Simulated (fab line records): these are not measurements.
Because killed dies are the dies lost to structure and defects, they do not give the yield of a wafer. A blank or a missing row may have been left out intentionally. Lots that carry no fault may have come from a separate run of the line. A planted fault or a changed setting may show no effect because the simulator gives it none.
fab line records + flow rit-cmos
record:
- lots: 14
- wafers: 42
- last-day: 8
route steps=202 shown FOX1@21 NWELL@34 PRETRO@73 M1@202
lots with no fault: from the same line, run without faults
start-h: hours from the record's opening day to when the first of the lot's shown wafers began + wait-h: time in hours since the lot's previous step + " as in the row above + L1.1+2: a single row standing in for several wafers + - value missing, or start not given + * or withheld: withheld + < > ~ a bound
route shown NAME@n: names a module that has steps shown in the file, with the first one's number in the route + usual: mean/standard deviation taken from wafers without a fault + same: alike in all rows + chamber/n: place in a boat + sites: per-site readings + _std_site: the values' standard deviation + _edge_site: the outer-site mean with the inner-site mean subtracted + radius-mm: for every site, how far away it sits from the centre of the wafer + mask NAME#n: copy n + behind: the last tool/chamber to shape the wafer + hold: cause of the lot's hold/its duration in hours/its outcome + device: the transistor (n, p or np) that didn't switch + end of line: the tests these same wafers got at the end of their route + a step given without rows: its recipe and nothing more + killed: dies lost to structure and defects at the first sort, not the wafer's yield + map: per-die view of a wafer (x killed, . not killed, _ where there is no die)
set.NAME: setting as actually run; set.NAME@STEP: the setting as run at that earlier step + model.NAME: the simulator's own value behind a step, which no gauge read
a sample of lots followed through the steps of the route, with each step as a table and each wafer as a row
services: a tool's chamber out of use, with start hour (start-h, from the record's first day; less than 0 if before it), hours out, and reason
== steps ==
step: RIT_FOX1_THK_MEAS_01
recipe:
- reads: SiO2_of_FOX1_OXIDATION_00
usual:
- FOX1_OXIDE_THK: 349/5.9
| lot.wafer | tool          | chamber | start-h | wait-h | FOX1_OXIDE_THK[nm] |
|-----------|---------------|---------|---------|--------|--------------------|
| L403.3    | film-metro-02 | -       | 20.41   | 0.0    | 348                |
| L403.5    | "             | -       | "       | "      | 352                |
| L403.6    | "             | -       | "       | "      | 342                |
| L404.1    | film-metro-03 | -       | 28.08   | 0.0    | 351                |
| L404.3    | "             | -       | "       | "      | 355                |
| L404.6    | "             | -       | "       | "      | 350                |
| L406.3    | film-metro-03 | -       | 36.10   | 0.0    | 368                |
| L406.4    | "             | -       | "       | "      | 362                |
| L406.6    | "             | -       | "       | "      | 357                |
| L407.2    | film-metro-02 | -       | 39.33   | 0.0    | 359                |
| L407.5    | "             | -       | "       | "      | 359                |
| L407.6    | "             | -       | "       | "      | 367                |
| L408.3    | film-metro-02 | -       | 45.46   | 0.0    | 354                |
| L408.5    | "             | -       | "       | "      | 347                |
| L408.6    | "             | -       | "       | "      | 345                |
| L409.1    | film-metro-03 | -       | 50.29   | 0.0    | 355                |
| L409.2    | "             | -       | "       | "      | 357                |
| L409.6    | "             | -       | "       | "      | 353                |
| L411.2    | film-metro-03 | -       | 58.49   | 0.0    | 349                |
| L411.4    | "             | -       | "       | "      | 344                |
| L411.5    | "             | -       | "       | "      | 346                |
| L412.3    | film-metro-04 | -       | 64.75   | 0.0    | 346                |
| L412.5    | "             | -       | "       | "      | 348                |
| L412.6    | "             | -       | "       | "      | 355                |
| L413.1    | film-metro-02 | -       | 71.86   | 0.0    | 346                |
| L413.3    | "             | -       | "       | "      | 346                |
| L413.4    | "             | -       | "       | "      | 352                |
| L415.1    | film-metro-02 | -       | 82.43   | 0.0    | 352                |
| L415.3    | "             | -       | "       | "      | 345                |
| L415.5    | "             | -       | "       | "      | 347                |
| L417.3    | film-metro-03 | -       | 92.34   | 0.0    | 353                |
| L417.4    | "             | -       | "       | "      | 356                |
| L417.6    | "             | -       | "       | "      | 354                |
| L423.1    | film-metro-03 | -       | 124.96  | 0.0    | 344                |
| L423.5    | "             | -       | "       | "      | 344                |
| L423.6    | "             | -       | "       | "      | 347                |
| L424.2    | film-metro-03 | -       | 131.46  | 0.0    | 338                |
| L424.3    | "             | -       | "       | "      | 336                |
| L424.4    | "             | -       | "       | "      | 340                |
| L425.1    | film-metro-03 | -       | 134.66  | 0.0    | 348                |
| L425.2    | "             | -       | "       | "      | 346                |
| L425.3    | "             | -       | "       | "      | 348                |
step: RIT_NWELL_OVL_MEAS_06
usual:
- NWELL_OVL: 0.9/1.4
| lot.wafer | tool       | chamber | start-h | wait-h | NWELL_OVL[nm] |
|-----------|------------|---------|---------|--------|---------------|
| L403.3    | overlay-02 | -       | 28.21   | -      | 2.5           |
| L403.5    | "          | -       | "       | "      | 0.9           |
| L403.6    | "          | -       | "       | "      | 0.5           |
| L404.1    | overlay-02 | -       | 32.40   | -      | -0.3          |
| L404.3    | "          | -       | "       | "      | 1.5           |
| L404.6    | "          | -       | "       | "      | 1.3           |
| L406.3    | overlay-01 | -       | 40.92   | -      | 1.1           |
| L406.4    | "          | -       | "       | "      | 0.3           |
| L406.6    | "          | -       | "       | "      | 0.9           |
| L407.2    | overlay-02 | -       | 43.52   | -      | -1.3          |
| L407.5    | "          | -       | "       | "      | -0.1          |
| L407.6    | "          | -       | "       | "      | -2.7          |
| L408.3    | overlay-02 | -       | 51.00   | -      | 1.5           |
| L408.5    | "          | -       | "       | "      | -0.8          |
| L408.6    | "          | -       | "       | "      | -0.7          |
| L409.1    | overlay-02 | -       | 56.73   | -      | 2.1           |
| L409.2    | "          | -       | "       | "      | 1.6           |
| L409.6    | "          | -       | "       | "      | -1.1          |
| L411.2    | overlay-01 | -       | 62.89   | -      | 1.8           |
| L411.4    | "          | -       | "       | "      | 1.5           |
| L411.5    | "          | -       | "       | "      | 1.0           |
| L412.3    | overlay-01 | -       | 68.20   | -      | 1.4           |
| L412.5    | "          | -       | "       | "      | 0.0           |
| L412.6    | "          | -       | "       | "      | 0.5           |
| L413.1    | overlay-01 | -       | 79.43   | -      | 2.3           |
| L413.3    | "          | -       | "       | "      | 1.7           |
| L413.4    | "          | -       | "       | "      | 0.6           |
| L415.1    | overlay-02 | -       | 87.45   | -      | 2.4           |
| L415.3    | "          | -       | "       | "      | 0.7           |
| L415.5    | "          | -       | "       | "      | 0.0           |
| L417.3    | overlay-02 | -       | 100.49  | -      | 3.3           |
| L417.4    | "          | -       | "       | "      | 3.1           |
| L417.6    | "          | -       | "       | "      | 3.6           |
| L423.1    | overlay-02 | -       | 131.96  | -      | -1.7          |
| L423.5    | "          | -       | "       | "      | -0.2          |
| L423.6    | "          | -       | "       | "      | -0.1          |
| L424.2    | overlay-01 | -       | 137.66  | -      | 1.6           |
| L424.3    | "          | -       | "       | "      | 0.5           |
| L424.4    | "          | -       | "       | "      | -0.2          |
| L425.1    | overlay-02 | -       | 138.02  | -      | 1.3           |
| L425.2    | "          | -       | "       | "      | 2.0           |
| L425.3    | "          | -       | "       | "      | 2.9           |
step: RIT_NWELL_IMPLANT_08
recipe:
- species: P
- energy-kev: 167.8
- dose-cm2: 5e+13
- tilt-deg: 7
usual:
- tilt-deg: 6.999/0.019
| lot.wafer | tool         | chamber | start-h | wait-h | tilt-deg |
|-----------|--------------|---------|---------|--------|----------|
| L403.3    | implanter-02 | 0       | 28.53   | 0.2    | 7.006    |
| L403.5    | "            | 0       | "       | "      | 7.002    |
| L403.6    | "            | 0       | "       | "      | 6.990    |
| L404.1    | implanter-02 | 0       | 32.69   | 0.2    | 7.021    |
| L404.3    | "            | 0       | "       | "      | 7.021    |
| L404.6    | "            | 0       | "       | "      | 6.988    |
| L406.3    | implanter-02 | 0       | 41.25   | 0.2    | 7.027    |
| L406.4    | "            | 0       | "       | "      | 7.002    |
| L406.6    | "            | 0       | "       | "      | 6.996    |
| L407.2    | implanter-03 | 0       | 43.82   | 0.2    | 6.994    |
| L407.5    | "            | 0       | "       | "      | 6.998    |
| L407.6    | "            | 0       | "       | "      | 6.973    |
| L408.3    | implanter-01 | 0       | 51.42   | 0.2    | 7.001    |
| L408.5    | "            | 0       | "       | "      | 6.989    |
| L408.6    | "            | 0       | "       | "      | 6.977    |
| L409.1    | implanter-03 | 0       | 57.02   | 0.2    | 7.006    |
| L409.2    | "            | 0       | "       | "      | 7.027    |
| L409.6    | "            | 0       | "       | "      | 7.003    |
| L411.2    | implanter-03 | 0       | 63.36   | 0.2    | 7.022    |
| L411.4    | "            | 0       | "       | "      | 7.014    |
| L411.5    | "            | 0       | "       | "      | 7.036    |
| L412.3    | implanter-01 | 0       | 68.52   | 0.2    | 7.007    |
| L412.5    | "            | 0       | "       | "      | 7.017    |
| L412.6    | "            | 0       | "       | "      | 6.988    |
| L413.1    | implanter-03 | 0       | 79.72   | 0.2    | 7.867    |
| L413.3    | "            | 0       | "       | "      | 7.845    |
| L413.4    | "            | 0       | "       | "      | 7.820    |
| L415.1    | implanter-03 | 0       | 87.73   | 0.2    | 7.825    |
| L415.3    | "            | 0       | "       | "      | 7.855    |
| L415.5    | "            | 0       | "       | "      | 7.844    |
| L417.3    | implanter-01 | 0       | 100.81  | 0.2    | 7.019    |
| L417.4    | "            | 0       | "       | "      | 6.972    |
| L417.6    | "            | 0       | "       | "      | 6.990    |
| L423.1    | implanter-01 | 0       | 132.24  | 0.2    | 7.003    |
| L423.5    | "            | 0       | "       | "      | 7.015    |
| L423.6    | "            | 0       | "       | "      | 6.989    |
| L424.2    | implanter-02 | 0       | 137.97  | 0.2    | 7.014    |
| L424.3    | "            | 0       | "       | "      | 7.015    |
| L424.4    | "            | 0       | "       | "      | 7.023    |
| L425.1    | implanter-01 | 0       | 138.30  | 0.2    | 6.990    |
| L425.2    | "            | 0       | "       | "      | 6.990    |
| L425.3    | "            | 0       | "       | "      | 7.007    |
step: RIT_PRETRO_STRIP_09
recipe:
- chemistry: O2
- time-s: 180
- resist: NOVOLAK
- platen-temp-c: withheld
- power-w: 500
- pressure-mtorr: 4000
- o2-flow-sccm: 4000
usual:
- drypump-motor-current-A: 6.2/0.52
- o2-flow-sccm: 3999/11
| lot.wafer | tool            | chamber | start-h | wait-h | drypump-motor-current-A | o2-flow-sccm | rf-hours-counter-h |
|-----------|-----------------|---------|---------|--------|-------------------------|--------------|--------------------|
| L403.3    | plasma-asher-02 | 1       | 39.79   | 0.1    | 6.8                     | 4001         | -                  |
| L403.5    | "               | 1       | "       | "      | 6.8                     | 3978         | -                  |
| L403.6    | "               | 0       | "       | "      | 6.5                     | 3986         | -                  |
| L404.1    | plasma-asher-03 | 1       | 43.47   | 0.1    | 5.5                     | 4016         | 38                 |
| L404.3    | "               | 0       | "       | "      | 5.9                     | 4005         | -                  |
| L404.6    | "               | 1       | "       | "      | 5.5                     | 4012         | -                  |
| L406.3    | plasma-asher-01 | 1       | 52.30   | 0.1    | 5.7                     | 4007         | -                  |
| L406.4    | "               | 0       | "       | "      | 6.8                     | 3995         | -                  |
| L406.6    | "               | 0       | "       | "      | 6.8                     | 3998         | -                  |
| L407.2    | plasma-asher-03 | 0       | 56.56   | 0.1    | 5.9                     | 4011         | 40                 |
| L407.5    | "               | 1       | "       | "      | 5.4                     | 3992         | -                  |
| L407.6    | "               | 0       | "       | "      | 5.9                     | 4004         | -                  |
| L408.3    | plasma-asher-01 | 1       | 63.45   | 0.1    | 5.7                     | 3983         | -                  |
| L408.5    | "               | 1       | "       | "      | 5.7                     | 3997         | -                  |
| L408.6    | "               | 0       | "       | "      | 6.8                     | 4002         | -                  |
| L409.1    | plasma-asher-02 | 0       | 68.30   | 0.1    | 6.5                     | 4012         | 42                 |
| L409.2    | "               | 1       | "       | "      | 6.8                     | 3989         | 42                 |
| L409.6    | "               | 0       | "       | "      | 6.5                     | 4009         | -                  |
| L411.2    | plasma-asher-01 | 1       | 76.59   | 0.1    | 5.7                     | 3994         | 28                 |
| L411.4    | "               | 0       | "       | "      | 6.8                     | 4022         | -                  |
| L411.5    | "               | 0       | "       | "      | 6.8                     | 4004         | -                  |
| L412.3    | plasma-asher-01 | 1       | 82.08   | 0.1    | 5.7                     | 3985         | -                  |
| L412.5    | "               | 0       | "       | "      | 6.8                     | 4005         | -                  |
| L412.6    | "               | 1       | "       | "      | 5.7                     | 4001         | -                  |
| L413.1    | plasma-asher-02 | 0       | 90.92   | 0.1    | 6.5                     | 3984         | 44                 |
| L413.3    | "               | 1       | "       | "      | 6.8                     | 3994         | -                  |
| L413.4    | "               | 0       | "       | "      | 6.5                     | 3998         | -                  |
| L415.1    | plasma-asher-03 | 1       | 102.12  | 0.1    | 5.5                     | 3995         | 44                 |
| L415.3    | "               | 1       | "       | "      | 5.5                     | 4000         | -                  |
| L415.5    | "               | 1       | "       | "      | 5.5                     | 4008         | -                  |
| L417.3    | plasma-asher-02 | 0       | 114.98  | 0.1    | 6.5                     | 3993         | -                  |
| L417.4    | "               | 1       | "       | "      | 6.7                     | 4009         | -                  |
| L417.6    | "               | 0       | "       | "      | 6.5                     | 4014         | -                  |
| L423.1    | plasma-asher-03 | 1       | 143.58  | 0.1    | 5.5                     | 3987         | 3                  |
| L423.5    | "               | 0       | "       | "      | 5.9                     | 4016         | -                  |
| L423.6    | "               | 1       | "       | "      | 5.5                     | 4001         | -                  |
| L424.2    | plasma-asher-02 | 1       | 148.69  | 0.1    | 6.8                     | 3995         | 50                 |
| L424.3    | "               | 1       | "       | "      | 6.8                     | 3996         | -                  |
| L424.4    | "               | 0       | "       | "      | 6.5                     | 3976         | -                  |
| L425.1    | plasma-asher-03 | 0       | 148.89  | 0.1    | 5.9                     | 3989         | 3                  |
| L425.2    | "               | 1       | "       | "      | 5.5                     | 3990         | 3                  |
| L425.3    | "               | 1       | "       | "      | 5.4                     | 4010         | -                  |
step: RIT_M1_PROBE_99
usual:
- killed-at-contacts: 0.1/0.28
- killed-at-front-end: 7.1/2.8
- killed-dies: 7.1/2.9
- killed-open: 3.4/2
- killed-short: 3.6/2.1
same:
- gross-dies: 264
- killed_at_M0_to_M3: 0
- killed_at_M4_up: 0
- killed-at-back-side: 0
- killed-at-other: 0
| lot.wafer | tool      | chamber | start-h | wait-h | killed-at-contacts | killed-at-front-end | killed-dies | killed-open | killed-short |
|-----------|-----------|---------|---------|--------|--------------------|---------------------|-------------|-------------|--------------|
| L403.3    | prober-02 | -       | 68.45   | 0.2    | 0                  | 6                   | 6           | 4           | 2            |
| L403.5    | prober-02 | -       | 68.55   | 0.2    | 1                  | 7                   | 8           | 6           | 2            |
| L403.6    | prober-02 | -       | 68.60   | 0.2    | 0                  | 8                   | 8           | 8           | 0            |
| L404.1    | prober-01 | -       | 73.79   | 0.1    | 0                  | 5                   | 5           | 2           | 3            |
| L404.3    | prober-01 | -       | 73.89   | 0.2    | 1                  | 8                   | 9           | 6           | 3            |
| L404.6    | prober-01 | -       | 74.04   | 0.2    | 0                  | 8                   | 8           | 2           | 6            |
| L406.3    | prober-01 | -       | 80.33   | 0.2    | 0                  | 2                   | 2           | 2           | 0            |
| L406.4    | prober-01 | -       | 80.38   | 0.2    | 0                  | 6                   | 6           | 3           | 3            |
| L406.6    | prober-01 | -       | 80.48   | 0.2    | 0                  | 11                  | 11          | 4           | 7            |
| L407.2    | prober-02 | -       | 87.64   | 0.1    | 0                  | 3                   | 3           | 0           | 3            |
| L407.5    | prober-02 | -       | 87.79   | 0.2    | 0                  | 11                  | 11          | 8           | 3            |
| L407.6    | prober-02 | -       | 87.84   | 0.2    | 0                  | 7                   | 7           | 4           | 3            |
| L408.3    | prober-01 | -       | 97.67   | 0.2    | 0                  | 8                   | 8           | 3           | 5            |
| L408.5    | prober-01 | -       | 97.77   | 0.2    | 0                  | 3                   | 3           | 2           | 1            |
| L408.6    | prober-01 | -       | 97.82   | 0.2    | 0                  | 8                   | 8           | 5           | 3            |
| L409.1    | prober-02 | -       | 105.67  | 0.1    | 0                  | 7                   | 7           | 3           | 4            |
| L409.2    | prober-02 | -       | 105.72  | 0.1    | 0                  | 7                   | 7           | 3           | 4            |
| L409.6    | prober-02 | -       | 105.92  | 0.2    | 0                  | 10                  | 10          | 4           | 6            |
| L411.2    | prober-02 | -       | 110.55  | 0.1    | 0                  | 5                   | 5           | 1           | 2            |
| L411.4    | prober-02 | -       | 110.65  | 0.2    | 0                  | 3                   | 3           | 1           | 0            |
| L411.5    | prober-02 | -       | 110.70  | 0.2    | 0                  | 8                   | 8           | 3           | 5            |
| L412.3    | prober-01 | -       | 118.97  | 0.2    | 0                  | 8                   | 8           | 1           | 6            |
| L412.5    | prober-01 | -       | 119.07  | 0.2    | 1                  | 3                   | 4           | 1           | 1            |
| L412.6    | prober-01 | -       | 119.12  | 0.2    | 0                  | 8                   | 8           | 5           | 2            |
| L413.1    | prober-02 | -       | 129.46  | 0.1    | 0                  | 4                   | 4           | 2           | 2            |
| L413.3    | prober-02 | -       | 129.56  | 0.2    | 0                  | 3                   | 3           | 2           | 1            |
| L413.4    | prober-02 | -       | 129.61  | 0.2    | 0                  | 6                   | 6           | 4           | 2            |
| L415.1    | prober-02 | -       | 141.64  | 0.1    | 0                  | 6                   | 6           | 4           | 2            |
| L415.3    | prober-02 | -       | 141.74  | 0.2    | 0                  | 13                  | 13          | 6           | 7            |
| L415.5    | prober-02 | -       | 141.84  | 0.2    | 0                  | 8                   | 8           | 2           | 6            |
| L417.3    | prober-02 | -       | 152.87  | 0.2    | 0                  | 6                   | 6           | 1           | 5            |
| L417.4    | prober-02 | -       | 152.92  | 0.2    | 0                  | 11                  | 11          | 5           | 5            |
| L417.6    | prober-02 | -       | 153.02  | 0.2    | 0                  | 8                   | 8           | 6           | 1            |
| L423.1    | prober-01 | -       | 175.00  | 0.1    | 0                  | 8                   | 8           | 2           | 6            |
| L423.5    | prober-01 | -       | 175.20  | 0.2    | 0                  | 7                   | 7           | 4           | 3            |
| L423.6    | prober-01 | -       | 175.25  | 0.2    | 0                  | 3                   | 3           | 0           | 3            |
| L424.2    | prober-01 | -       | 179.00  | 0.1    | 1                  | 8                   | 9           | 6           | 3            |
| L424.3    | prober-01 | -       | 179.05  | 0.2    | 0                  | 4                   | 4           | 1           | 3            |
| L424.4    | prober-01 | -       | 179.10  | 0.2    | 1                  | 2                   | 3           | 3           | 0            |
| L425.1    | prober-02 | -       | 180.45  | 0.1    | 0                  | 7                   | 7           | 3           | 4            |
| L425.2    | prober-02 | -       | 180.50  | 0.1    | 0                  | 8                   | 8           | 3           | 5            |
| L425.3    | prober-02 | -       | 180.55  | 0.2    | 0                  | 12                  | 12          | 5           | 7            |
killed by level:class
L403.3 GATE:geometric-particle:open=2 FOX1:geometric-particle:open=1 GATE:geometric-particle:short=1 SPACER:geometric-particle:open=1 SILICIDE:geometric-particle:short=1
L403.5 FOX1:geometric-particle:open=2 GATE:geometric-particle:open=2 GATE:geometric-particle:short=1 REOX:geometric-particle:short=1 SPACER:geometric-particle:open=1 CONTACT:geometric-particle:open=1
L403.6 GATE:geometric-particle:open=4 FOX1:geometric-particle:open=1 FOX2:geometric-particle:open=1 REOX:geometric-particle:open=1 SILICIDE:geometric-particle:open=1
L404.1 FOX1:geometric-particle:short=1 FOX2:geometric-particle:open=1 GATE:geometric-particle:short=1 REOX:geometric-particle:open=1 SILICIDE:geometric-particle:short=1
L404.3 FOX2:geometric-particle:open=2 FOX2:geometric-particle:short=1 GATE:geometric-particle:short=1 GATE:geometric-particle:open=1 REOX:geometric-particle:short=1 SPACER:geometric-particle:open=1 SILICIDE:geometric-particle:open=1 CONTACT:geometric-particle:open=1
L404.6 GATE:geometric-particle:short=4 SPACER:geometric-particle:open=2 SPACER:geometric-particle:short=1 SILICIDE:geometric-particle:short=1
L406.3 FOX1:geometric-particle:open=1 SPACER:geometric-particle:open=1
L406.4 GATE:geometric-particle:short=3 FOX1:geometric-particle:open=1 GATE:geometric-particle:open=1 SPACER:geometric-particle:open=1
L406.6 GATE:geometric-particle:short=6 GATE:geometric-particle:open=3 FOX1:geometric-particle:open=1 REOX:geometric-particle:short=1
L407.2 FOX2:geometric-particle:short=1 GATE:geometric-particle:short=1 SPACER:geometric-particle:short=1
L407.5 FOX2:geometric-particle:open=4 SPACER:geometric-particle:open=2 SILICIDE:geometric-particle:open=2 FOX2:geometric-particle:short=1 GATE:geometric-particle:short=1 SILICIDE:geometric-particle:short=1
L407.6 FOX1:geometric-particle:open=2 GATE:geometric-particle:open=2 FOX1:geometric-particle:short=1 GATE:geometric-particle:short=1 SILICIDE:geometric-particle:short=1
L408.3 FOX1:geometric-particle:short=3 REOX:geometric-particle:open=2 FOX2:geometric-particle:short=1 SPACER:geometric-particle:open=1 SILICIDE:geometric-particle:short=1
L408.5 GATE:geometric-particle:open=2 REOX:geometric-particle:short=1
L408.6 SPACER:geometric-particle:open=3 REOX:geometric-particle:short=2 FOX1:geometric-particle:open=1 GATE:geometric-particle:open=1 SPACER:geometric-particle:short=1
L409.1 GATE:geometric-particle:short=3 GATE:geometric-particle:open=3 REOX:geometric-particle:short=1
L409.2 GATE:geometric-particle:short=3 FOX2:geometric-particle:short=1 GATE:geometric-particle:open=1 SPACER:geometric-particle:open=1 SILICIDE:geometric-particle:open=1
L409.6 GATE:geometric-particle:short=2 GATE:geometric-particle:open=2 FOX1:geometric-particle:short=1 FOX1:geometric-particle:open=1 FOX2:geometric-particle:short=1 REOX:geometric-particle:short=1 SPACER:geometric-particle:short=1 SILICIDE:geometric-particle:open=1
L411.2 NRETRO:coat-microbubble-printed=2 GATE:geometric-particle:short=1 SILICIDE:geometric-particle:open=1 SILICIDE:geometric-particle:short=1
L411.4 NRETRO:coat-microbubble-printed=2 FOX2:geometric-particle:open=1
L411.5 GATE:geometric-particle:short=3 FOX1:geometric-particle:short=2 SPACER:geometric-particle:open=2 SILICIDE:geometric-particle:open=1
L412.3 FOX2:geometric-particle:short=2 SPACER:geometric-particle:short=2 FOX1:geometric-particle:short=1 GATE:geometric-particle:short=1 SILICIDE:geometric-particle:open=1 NSD:coat-microbubble-printed=1
L412.5 NSD:coat-microbubble-printed=2 SPACER:geometric-particle:open=1 CONTACT:geometric-particle:short=1
L412.6 FOX1:geometric-particle:open=2 FOX2:geometric-particle:open=1 REOX:geometric-particle:open=1 REOX:geometric-particle:short=1 SPACER:geometric-particle:open=1 SPACER:geometric-particle:short=1 NSD:coat-microbubble-printed=1
L413.1 GATE:geometric-particle:open=2 SPACER:geometric-particle:short=2
L413.3 GATE:geometric-particle:open=2 SPACER:geometric-particle:short=1
L413.4 GATE:geometric-particle:open=2 FOX2:geometric-particle:short=1 REOX:geometric-particle:open=1 SPACER:geometric-particle:open=1 SPACER:geometric-particle:short=1
L415.1 GATE:geometric-particle:open=3 FOX1:geometric-particle:short=2 SPACER:geometric-particle:open=1
L415.3 FOX1:geometric-particle:short=3 GATE:geometric-particle:open=3 GATE:geometric-particle:short=2 REOX:geometric-particle:open=2 FOX1:geometric-particle:open=1 REOX:geometric-particle:short=1 SILICIDE:geometric-particle:short=1
L415.5 FOX1:geometric-particle:short=4 REOX:geometric-particle:short=2 GATE:geometric-particle:open=1 SPACER:geometric-particle:open=1
L417.3 GATE:geometric-particle:short=2 ACTIVE:geometric-particle:short=1 REOX:geometric-particle:open=1 REOX:geometric-particle:short=1 SILICIDE:geometric-particle:short=1
L417.4 REOX:geometric-particle:open=4 GATE:geometric-particle:short=2 REOX:geometric-particle:short=2 FOX2:geometric-particle:short=1 GATE:geometric-particle:open=1 PRETRO:coat-microbubble-printed=1
L417.6 GATE:geometric-particle:open=2 SILICIDE:geometric-particle:open=2 FOX1:geometric-particle:open=1 REOX:geometric-particle:open=1 SPACER:geometric-particle:short=1 PRETRO:coat-microbubble-printed=1
L423.1 GATE:geometric-particle:short=3 FOX2:geometric-particle:short=2 GATE:geometric-particle:open=1 REOX:geometric-particle:open=1 REOX:geometric-particle:short=1
L423.5 GATE:geometric-particle:open=2 FOX2:geometric-particle:open=1 FOX2:geometric-particle:short=1 GATE:geometric-particle:short=1 REOX:geometric-particle:open=1 SILICIDE:geometric-particle:short=1
L423.6 GATE:geometric-particle:short=2 SILICIDE:geometric-particle:short=1
L424.2 GATE:geometric-particle:open=2 SPACER:geometric-particle:open=2 FOX1:geometric-particle:open=1 GATE:geometric-particle:short=1 SPACER:geometric-particle:short=1 SILICIDE:geometric-particle:short=1 CONTACT:geometric-particle:open=1
L424.3 GATE:geometric-particle:short=2 FOX1:geometric-particle:short=1 SILICIDE:geometric-particle:open=1
L424.4 FOX1:geometric-particle:open=1 REOX:geometric-particle:open=1 CONTACT:geometric-particle:open=1
L425.1 SPACER:geometric-particle:short=3 REOX:geometric-particle:open=2 REOX:geometric-particle:short=1 SPACER:geometric-particle:open=1
L425.2 FOX1:geometric-particle:short=3 FOX1:geometric-particle:open=1 GATE:geometric-particle:open=1 REOX:geometric-particle:short=1 SPACER:geometric-particle:open=1 SILICIDE:geometric-particle:short=1
L425.3 GATE:geometric-particle:short=4 GATE:geometric-particle:open=2 REOX:geometric-particle:open=2 SPACER:geometric-particle:short=2 FOX1:geometric-particle:open=1 REOX:geometric-particle:short=1
== services ==
| tool            | chamber | start-h | hours | kind       |
|-----------------|---------|---------|-------|------------|
| implanter-02    | -       | 9.64    | 3.9   | repair     |
| implanter-03    | -       | 39.37   | 4.0   | repair     |
| implanter-01    | -       | 42.78   | 3.2   | repair     |
| implanter-01    | -       | 43.37   | 1.2   | repair     |
| implanter-01    | -       | 48.48   | 2.5   | pm         |
| plasma-asher-03 | -       | 67.92   | 1.6   | repair     |
| implanter-02    | -       | 99.41   | 7.6   | pm         |
| implanter-01    | -       | 101.28  | 2.1   | repair     |
| plasma-asher-03 | -       | 108.75  | 9.0   | pm         |
| plasma-asher-03 | 0       | 108.75  | 9.0   | vent-cycle |
| plasma-asher-03 | 1       | 108.75  | 9.0   | vent-cycle |
| implanter-02    | -       | 111.60  | 8.0   | repair     |
| implanter-03    | -       | 111.88  | 1.1   | repair     |
| plasma-asher-03 | 0       | 117.75  | -     | clean      |
| plasma-asher-03 | 1       | 117.75  | -     | clean      |
| plasma-asher-02 | -       | 126.86  | 2.8   | pm         |
| implanter-02    | -       | 131.51  | 1.8   | repair     |
| plasma-asher-01 | -       | 132.82  | 4.3   | pm         |
== key ==
first-sign:
- step: RIT_NWELL_IMPLANT_08
- reading: tilt-deg
- direction: up
- sigmas: 44
- usual: 6.999
- struck: 7.843
effect none on later readings
met-at RIT_NWELL_IMPLANT_08
struck-lots L413,L415
tester-left-out L413,L415
not-acting-at RIT_FOX1_THK_MEAS_01,RIT_NWELL_OVL_MEAS_06,RIT_PRETRO_STRIP_09
onset-between 63.36 79.72
fault:
- kind: process-parameter-drift
- tool: implanter-03
- chamber: -
- onset-h: 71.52
- steps: RIT_NWELL_IMPLANT_08
- channel: tilt-deg
- offset: 0.84621
- shape: step
- end-h: 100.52
- acts-in: these-recipes-only
- stated: 7
tester-left-out: of these lots the tester's yield and bins aren't shown, on N5 and GAA mostly nor the transistor test; their killed dies are dies lost to structure and defects alone, not to doping, threshold or leakage, so they don't give the yield
